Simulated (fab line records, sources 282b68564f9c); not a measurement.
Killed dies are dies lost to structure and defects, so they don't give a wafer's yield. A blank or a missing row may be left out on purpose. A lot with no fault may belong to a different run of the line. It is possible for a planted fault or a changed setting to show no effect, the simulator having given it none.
Check for tools in common	flow rit-cmos	Sampled: 14 lots, 48 wafers

== WHY THIS WAS OPENED ==
At RIT_SDANNEAL_RS_MEAS_04 the reading PSD_RS is flagged on 2 of 14 lots. Fault-free wafers read 116.1 ohm/sq, with a standard deviation of 0.33.
Rule: a lot is flagged when every wafer of it that has a number lies more than 4 standard deviations from that mean, or none has a number. The other lots count as sound.

lot	measured	on	PSD_RS (ohm/sq), wafer by wafer	flag
L406	day 3 21:51	film-metro-02	115.9 116.0 116.4	
L407	day 4 01:00	film-metro-03	116.3 116.3 116.2	
L409	day 4 11:31	film-metro-03	116.6 116.2 116.4	
L411	day 5 00:09	film-metro-03	115.7 116.4 116.1	
L412	day 5 03:35	film-metro-03	116.1 115.7 115.9	
L413	day 5 10:06	film-metro-03	116.4 116.6 116.4	
L415	day 5 17:34	film-metro-01	116.3 115.9 115.7	
L414	day 5 18:54	film-metro-01	116.2 116.6 116.3	
L416	day 6 00:44	film-metro-01	115.6 115.7 115.2	
L419	day 6 14:43	film-metro-03	129.8 130.1 129.9 129.8 129.8 130.1	FLAGGED
L421	day 7 01:23	film-metro-01	130.1 130.7 130.0 130.4 130.3 129.8	FLAGGED
L422	day 7 06:06	film-metro-01	115.8 115.7 116.3	
L424	day 7 14:41	film-metro-02	115.7 115.4 115.2	
L426	day 8 02:04	film-metro-02	115.9 116.2 116.4	
On average the flagged lots' numbers are 130.1 ohm/sq, which is +14.0 ohm/sq against the usual, or +42 standard deviations.

== WHICH TOOL EACH LOT WENT THROUGH ==
The record holds 1 process step before the reading, out of a route of 202 steps. Cell contents, in order: the tool; ch with the chambers the sampled wafers went through; the start.
lot	flag	RIT_SDANNEAL_RTA_03
L406		rtp-anneal-02 ch 0, day 3 21:47
L407		rtp-anneal-01 ch 0, day 4 00:56
L409		rtp-anneal-01 ch 0, day 4 11:28
L411		rtp-anneal-01 ch 0, day 5 00:05
L412		rtp-anneal-02 ch 0, day 5 03:32
L413		rtp-anneal-01 ch 0, day 5 10:03
L415		rtp-anneal-02 ch 0, day 5 17:29
L414		rtp-anneal-01 ch 0, day 5 18:49
L416		rtp-anneal-02 ch 0, day 6 00:40
L419	FLAGGED	rtp-anneal-01 ch 0, day 6 14:39
L421	FLAGGED	rtp-anneal-01 ch 0, day 7 01:20
L422		rtp-anneal-02 ch 0, day 7 06:02
L424		rtp-anneal-02 ch 0, day 7 14:38
L426		rtp-anneal-02 ch 0, day 8 02:01
What is done by these steps:
- RIT_SDANNEAL_RTA_03: time 5 s.
- RIT_SDANNEAL_RS_MEAS_04: measures by four-point-probe.

== FLAGGED OVER TOTAL, TOOL BY TOOL (the gauges that took the reading come last) ==
step	tool	lots run	flagged	share of the flagged lots	sound lots run after its first flagged lot
RIT_SDANNEAL_RTA_03	rtp-anneal-01	7	2	all	0
RIT_SDANNEAL_RTA_03	rtp-anneal-02	7	0	none	-
RIT_SDANNEAL_RS_MEAS_04	film-metro-01	5	1	some	1 (L422)
RIT_SDANNEAL_RS_MEAS_04	film-metro-02	3	0	none	-
RIT_SDANNEAL_RS_MEAS_04	film-metro-03	6	1	some	0

== WHAT THE TABLE ALLOWS ==
All flagged lots share 1 row of the table, namely rtp-anneal-01 at RIT_SDANNEAL_RTA_03.
- rtp-anneal-01 at RIT_SDANNEAL_RTA_03: 2 of its 7 lots flagged. A fault beginning between L414 (day 5 18:49), its last sound lot, and L419 (day 6 14:39), its first flagged one, fits the data. Its own readings (wafer_temp_C_max) fall more than 4 standard deviations out on all wafers of the flagged lots.
One tool is left: rtp-anneal-01 at RIT_SDANNEAL_RTA_03.

== WHAT THE SIMULATOR HAD INSERTED ==
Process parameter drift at RIT_SDANNEAL_RTA_03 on rtp-anneal-01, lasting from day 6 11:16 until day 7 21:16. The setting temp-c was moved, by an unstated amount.
Struck lots among those shown: L419, L421. The same result came from the rule above.
